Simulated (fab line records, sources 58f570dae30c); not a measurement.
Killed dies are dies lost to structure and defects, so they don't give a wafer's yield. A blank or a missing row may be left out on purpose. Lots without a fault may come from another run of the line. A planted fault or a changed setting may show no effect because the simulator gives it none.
Which tool did it? | flow berkeley_cmos170 | 14 lots, 42 wafers sampled, at 4 steps of a route of 331

WHAT THE GAUGES READ, wafer by wafer
UCB170_START_BOW_MEAS_00.
lot  | measured    | on            | INCOMING_BOW (um)
L548 | day 1 10:00 | film_metro-03 | 7 -2 -5
L549 | day 1 15:00 | film_metro-02 | 2 2 4
L550 | day 1 20:01 | film_metro-01 | 9 -3 -12
L551 | day 2 01:00 | film_metro-01 | -2 -1 16
L552 | day 2 06:00 | film_metro-02 | 1 -10 -18
L553 | day 2 11:01 | film_metro-01 | -8 -3 -1
L554 | day 2 16:02 | film_metro-02 | -2 -3 9
L560 | day 3 22:00 | film_metro-02 | -11 -9 -7
L561 | day 4 03:01 | film_metro-03 | 3 11 -6
L562 | day 4 08:02 | film_metro-01 | -3 3 10
L563 | day 4 13:01 | film_metro-03 | -3 -1 4
L565 | day 4 23:00 | film_metro-03 | -13 -4 11
L567 | day 5 09:02 | film_metro-03 | 0 -9 -9
L571 | day 6 05:02 | film_metro-01 | -4 -5 10

UCB170_WELLDRIVE_THK_MEAS_02.
lot  | measured    | on            | WELLDRIVE_OXIDE_THK (nm)
L548 | day 4 03:00 | film_metro-04 | 201 205 204
L549 | day 4 15:23 | film_metro-01 | 199 199 199
L550 | day 4 15:27 | film_metro-04 | 196 200 200
L551 | day 4 15:23 | film_metro-04 | 196 196 200
L552 | day 4 15:23 | film_metro-02 | 198 198 197
L553 | day 5 03:53 | film_metro-04 | 198 197 195
L554 | day 5 03:54 | film_metro-01 | 198 199 199
L560 | day 6 11:13 | film_metro-02 | 199 198 199
L561 | day 6 11:17 | film_metro-04 | 201 200 201
L562 | day 6 20:18 | film_metro-04 | 193 192 192
L563 | day 6 20:17 | film_metro-02 | 199 197 200
L565 | day 7 15:10 | film_metro-04 | 202 208 203
L567 | day 7 15:12 | film_metro-01 | 200 201 199
L571 | day 8 17:14 | film_metro-02 | 197 195 197

UCB170_GATE_THK_MEAS_05.
lot  | measured     | on            | GATE_POLY_THK (nm)
L548 | day 6 22:19  | film_metro-01 | 215.3 213.1 215.4
L549 | day 7 19:50  | film_metro-01 | 213.5 216.0 214.8
L550 | day 7 19:52  | film_metro-04 | 215.8 216.6 215.2
L551 | day 7 19:53  | film_metro-02 | 214.9 215.9 215.1
L552 | day 7 19:50  | film_metro-02 | 216.2 215.2 214.8
L553 | day 7 23:29  | film_metro-02 | 214.4 215.7 215.6
L554 | day 7 23:30  | film_metro-04 | 213.9 215.5 215.5
L560 | day 9 08:44  | film_metro-01 | 214.0 211.9 212.1
L561 | day 9 08:41  | film_metro-02 | 213.6 211.7 211.9
L562 | day 9 20:54  | film_metro-02 | 216.4 214.7 215.2
L563 | day 9 20:53  | film_metro-01 | 214.9 214.8 213.6
L565 | day 10 08:47 | film_metro-01 | 211.6 212.1 212.5
L567 | day 10 08:52 | film_metro-04 | 215.9 218.7 216.9
L571 | day 11 13:22 | film_metro-04 | 212.2 211.0 210.7

WHICH TOOL RAN EACH LOT (tool, then ch and the chambers of the sampled wafers, then the start)
lot  | UCB170_PFIELD_IMPLANT_07
L548 | implanter-02 ch 0, day 5 00:26
L549 | implanter-01 ch 0, day 5 19:46
L550 | implanter-03 ch 0, day 5 19:19
L551 | implanter-02 ch 0, day 5 19:01
L552 | implanter-01 ch 0, day 5 18:29
L553 | implanter-03 ch 0, day 6 04:00
L554 | implanter-01 ch 0, day 6 03:44
L560 | implanter-03 ch 0, day 7 09:56
L561 | implanter-03 ch 0, day 7 10:14
L562 | implanter-03 ch 0, day 7 16:25
L563 | implanter-02 ch 0, day 7 16:05
L565 | implanter-02 ch 0, day 8 12:31
L567 | implanter-01 ch 0, day 8 12:51
L571 | implanter-01 ch 0, day 9 17:35
- UCB170_PFIELD_IMPLANT_07

WHAT THE TOOLS THEMSELVES READ (means of the sampled wafers that have a number; where no wafer has one, the mark that the record gives instead)
UCB170_PFIELD_IMPLANT_07.
lot  | tool         | beam_energy_keV | beam_on_s (s)
L548 | implanter-02 | 80.013          | 9.98
L549 | implanter-01 | 79.994          | 10.01
L550 | implanter-03 | 80.007          | 10.09
L551 | implanter-02 | 80.019          | 9.97
L552 | implanter-01 | 80.008          | 9.98
L553 | implanter-03 | 79.989          | 9.97
L554 | implanter-01 | 79.977          | 10.18
L560 | implanter-03 | 73.122          | 10.06
L561 | implanter-03 | 73.086          | 10.19
L562 | implanter-03 | 73.120          | 9.93
L563 | implanter-02 | 80.011          | 9.92
L565 | implanter-02 | 79.986          | 9.99
L567 | implanter-01 | 80.020          | 9.95
L571 | implanter-01 | 79.971          | 9.85

THE ANSWER, worked out from the rows above alone
Rule: what is usual is taken from the lots themselves. Put in order of their means at a reading, lots are off if they are a third of the lots or fewer, leave a main group of 4 or more, and stand apart from it by a gap of 3 or more times the standard deviation of the main group's means; of several such gaps the widest counts. A main group whose means are all the same, to the digits that the tables above print for the reading, isn't used. A lot without any number at a reading at which 4 lots or more have one is off too. The other lots that the step has rows for count as sound. The gauges are gone through in route order, then the tools' own readings, and for those a lot's mean is taken as printed above. The first step at which some lot is off is used, and at that step the reading that is off furthest; a lot without a number counts as furthest.
Off: L560, L561, L562, at UCB170_PFIELD_IMPLANT_07 (beam_energy_keV). The main group: mean 80.000, standard deviation 0.016.
A tool fits if, at that step or a process step before it, it ran every lot that is off, and no sound lot after the first of them. One fits: implanter-03 at UCB170_PFIELD_IMPLANT_07. Its last sound lot is L553 (day 6 04:00), its first lot that is off L560 (day 7 09:56): a fault that began between those two fits.
The tool's own readings at UCB170_PFIELD_IMPLANT_07 bear it out: on the lots that are off they differ by more than 5 times the standard deviation of the sound lots' means. beam_energy_keV reads 73.109 there against 80.000 on the sound lots.

WHAT THE SIMULATOR HAD PUT IN
Process parameter drift: implanter-03, from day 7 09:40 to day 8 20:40, at UCB170_PFIELD_IMPLANT_07. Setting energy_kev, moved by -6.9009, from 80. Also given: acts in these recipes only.
Lots struck among those shown: L560, L561, L562. The rule above found the same.
